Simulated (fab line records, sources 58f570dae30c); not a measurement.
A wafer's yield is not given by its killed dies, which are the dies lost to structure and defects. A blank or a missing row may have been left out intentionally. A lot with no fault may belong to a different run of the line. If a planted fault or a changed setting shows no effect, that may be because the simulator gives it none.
Code-filled problem report in 8D (eight disciplines) form    flow berkeley cmos170    the parts of the form that need people (team, actions taken, sign-off) are left out

1. THE PROBLEM
Wafers without a fault read 1499.9 rpm, standard deviation 0.88; spin speed rpm at UCB170_PLDD_COAT_01 reads a mean of 1300.9 rpm on 6 wafers belonging to 2 lots. That is -99 or more standard deviations from the usual mean.
The step: resist thk 900 nm.
First seen on wafer L239.1, day 8 17:48, on litho track-04. Wafers with a number at this step in the record: 42, from 14 lots. Rule for "out" (also "out of limits"): further than 4 standard deviations from the usual mean. Any other wafer with a number is counted as sound.

2. WHAT THIS IS AND IS NOT
question                     is                      is not
which readings at this step  spin speed rpm          -
which lots                   L239, L241              L231, L232, L233, L234, L240, L245, L247, L250, L251, L252, L253, L254
which wafers of those lots   all that have a number  -
read on which tools          litho track-04          litho track-01, litho track-03
when                         from day 8 17:48        up to then (12 sound wafers); but 24 sound wafers of L240, L245, L247, L250, L251, L252, L253, L254 came after

3. SUSPECTS, AND WHAT RULES EACH OUT
Counting: a tool at any process step up to the reading remains a suspect when it ran all the lots that are out and ran no sound lot after the first of those.
- litho track-04 at UCB170_PLDD_COAT_01 (resist thk 900 nm): ruled out as a lasting fault. The sound lots L251, L254, L253 went through it after L239, its earliest lot that is out (day 8 17:48).
Left after counting: nothing in the record.

4. THE CAUSE (what the simulator had put in)
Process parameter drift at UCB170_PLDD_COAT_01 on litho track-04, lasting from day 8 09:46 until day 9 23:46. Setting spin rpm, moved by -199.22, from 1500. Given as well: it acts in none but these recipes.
Counting ruled it out, wrongly.

5. THE EFFECT CHAIN, in route order
Each row: a reading where the mean over the struck wafers with a number is more than 3 standard deviations away from the usual. Scope: only readings with a usual standard deviation given in the record; hours: median across lots of the time from each lot's start at the first step in this table that gives one to its start at this step; sigmas: change in usual standard deviations.
hours  step                  reading                   usual       on struck wafers  change  sigmas
0      UCB170_PLDD_COAT_01   spin speed rpm            1499.9 rpm  1300.9            -199.0  -99 or more
4      UCB170_PLDD_STRIP_10  strip time to endpoint s  21.66 s     23.23             +1.57   +23
Here are the process steps it includes:
- UCB170_PLDD_COAT_01: resist thk 900 nm.
- UCB170_PLDD_STRIP_10: strips in O2.

6. WHAT WOULD HAVE CAUGHT IT SOONER
In this record the first reading out of limits was taken at day 8 17:48, 8 hours after the fault began at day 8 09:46.
